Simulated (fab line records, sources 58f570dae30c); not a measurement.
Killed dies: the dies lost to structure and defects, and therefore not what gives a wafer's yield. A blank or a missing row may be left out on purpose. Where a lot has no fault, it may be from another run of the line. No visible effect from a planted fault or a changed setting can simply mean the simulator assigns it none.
Which of the tools did it? | flow berkeley_cmos170 | 42 wafers from 14 lots sampled at 4 of the route's 331 steps

== WHAT THE GAUGES READ, wafer by wafer ==
UCB170_NVT_OVL_MEAS_06.
lot  | measured     | on         | NVT_OVL (nm)
L121 | day 5 11:11  | overlay-01 | -3 -5 -2
L124 | day 5 20:44  | overlay-01 | -7 -5 -6
L123 | day 5 21:02  | overlay-02 | 2 1 -1
L125 | day 6 09:32  | overlay-02 | 0 4 -3
L126 | day 6 09:49  | overlay-02 | 0 4 -2
L128 | day 7 03:05  | overlay-02 | 5 9 7
L130 | day 7 08:05  | overlay-02 | 6 4 8
L131 | day 7 22:07  | overlay-02 | 10 4 3
L132 | day 8 02:42  | overlay-02 | 1 -1 2
L134 | day 8 02:59  | overlay-01 | 0 2 1
L133 | day 8 03:10  | overlay-02 | 9 4 6
L143 | day 10 06:43 | overlay-02 | -7 -4 -6
L144 | day 10 06:59 | overlay-01 | -6 -2 -2
L142 | day 10 07:16 | overlay-02 | -5 -2 -12

UCB170_FIELD_THK_MEAS_91.
lot  | measured     | on            | FIELD_OXIDE_LEFT_2_THK (nm)
L121 | day 5 13:50  | film_metro-01 | 340 345 345
L124 | day 5 23:47  | film_metro-03 | 346 355 348
L123 | day 6 00:27  | film_metro-03 | 349 351 353
L125 | day 6 13:26  | film_metro-01 | 350 354 357
L126 | day 6 13:25  | film_metro-03 | 344 344 348
L128 | day 7 05:05  | film_metro-04 | 358 373 369
L130 | day 7 12:33  | film_metro-03 | 364 360 356
L131 | day 8 00:56  | film_metro-01 | 333 344 343
L132 | day 8 05:35  | film_metro-01 | 334 336 338
L134 | day 8 05:52  | film_metro-04 | 355 345 349
L133 | day 8 05:52  | film_metro-03 | 347 350 350
L143 | day 10 08:50 | film_metro-01 | 355 355 354
L144 | day 10 09:11 | film_metro-03 | 345 348 351
L142 | day 10 09:37 | film_metro-03 | 340 344 346

UCB170_SPACER_THK_MEAS_01.
lot  | measured     | on            | SPACER_TEOS_THK (nm)
L121 | day 6 04:18  | film_metro-01 | 370 376 378
L124 | day 6 17:58  | film_metro-03 | 375 376 381
L123 | day 6 18:22  | film_metro-02 | 373 375 376
L125 | day 7 10:32  | film_metro-03 | 373 378 378
L126 | day 7 10:31  | film_metro-01 | 374 374 383
L128 | day 7 22:28  | film_metro-03 | 378 372 377
L130 | day 8 06:58  | film_metro-01 | 374 378 379
L131 | day 9 00:18  | film_metro-02 | 374 376 375
L132 | day 9 01:44  | film_metro-02 | 372 376 377
L134 | day 9 02:30  | film_metro-03 | 376 380 383
L133 | day 9 02:47  | film_metro-02 | 372 376 381
L143 | day 11 00:30 | film_metro-03 | 374 373 379
L144 | day 10 23:11 | film_metro-03 | 376 379 380
L142 | day 11 00:11 | film_metro-03 | 382 375 382

== WHICH TOOL RAN EACH LOT (tool, then ch and the chambers of the sampled wafers, then the start) ==
lot  | UCB170_PLDD_PEB_04
L121 | litho_track-03 ch 0, day 6 01:26
L124 | litho_track-02 ch 0, day 6 14:45
L123 | litho_track-04 ch 0, day 6 14:55
L125 | litho_track-04 ch 0, day 7 04:11
L126 | litho_track-04 ch 0, day 7 04:55
L128 | litho_track-02 ch 0, day 7 19:28
L130 | litho_track-03 ch 0, day 8 03:56
L131 | litho_track-02 ch 0, day 8 20:55
L132 | litho_track-02 ch 0, day 8 21:53
L134 | litho_track-02, day 8 22:15
L133 | litho_track-02, day 8 22:33
L143 | litho_track-03 ch 0, day 10 20:52
L144 | litho_track-04 ch 0, day 10 20:04
L142 | litho_track-04 ch 0, day 10 20:48
- UCB170_PLDD_PEB_04

== WHAT THE TOOLS THEMSELVES READ (means of the sampled wafers that have a number; where no wafer has one, the mark that the record gives instead) ==
UCB170_PLDD_PEB_04.
lot  | tool           | chill_plate_temp_C (C) | exhaust_pa (Pa)
L121 | litho_track-03 | 23.01                  | 45.2
L124 | litho_track-02 | 23.04                  | 46.1
L123 | litho_track-04 | 22.96                  | 45.6
L125 | litho_track-04 | 23.06                  | 44.3
L126 | litho_track-04 | 22.91                  | 46.1
L128 | litho_track-02 | 22.97                  | 45.9
L130 | litho_track-03 | 23.15                  | 45.1
L131 | litho_track-02 | 22.99                  | 44.4
L132 | litho_track-02 | 23.02                  | 45.1
L134 | litho_track-02 | -                      | -
L133 | litho_track-02 | -                      | -
L143 | litho_track-03 | 22.90                  | 44.5
L144 | litho_track-04 | 23.02                  | 44.7
L142 | litho_track-04 | 23.05                  | 45.0

== THE ANSWER, worked out from the rows above alone ==
Rule: the lots themselves supply what counts as usual. The widest of any qualifying gaps counts: lots, ordered by their means at a reading, are off when they make up no more than a third of the lots, leave a main group of 4 or more, and stand apart from it by 3 or more times the standard deviation of that group's means. Not used: any main group whose means are identical at the precision the tables above print for the reading. A lot without any number at a reading at which 4 lots or more have one is off too. Any other lot the step has rows for is counted as sound. After the gauges, taken in route order, come the tools' own readings; for these a lot's mean is taken, as printed above. At the first step where some lot is off, the reading lying furthest off is the one used; lots without a number count as furthest.
Off: L134, L133, at UCB170_PLDD_PEB_04 (chill_plate_temp_C). Without a number there: L134, L133. Mean 23.01 C and standard deviation 0.065 in the main group.
A tool fits if, at that step or a process step before it, it ran every lot that is off, and no sound lot after the first of them. One fits: UCB170_PLDD_PEB_04 on litho_track-02. A fault onset in the window from L132 (day 8 21:53, its last sound lot) to L134 (day 8 22:15, its first lot off) fits.
Blank at UCB170_PLDD_PEB_04 on the lots that are off, where sound lots have numbers: chill_plate_temp_C, exhaust_pa.

== WHAT HAD BEEN PUT IN BY THE SIMULATOR ==
Entire step skipped (litho_track-02, UCB170_PLDD_PEB_04), from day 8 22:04 onward. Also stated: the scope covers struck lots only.
Struck lots among those shown: L134, L133. The rule above found the same.
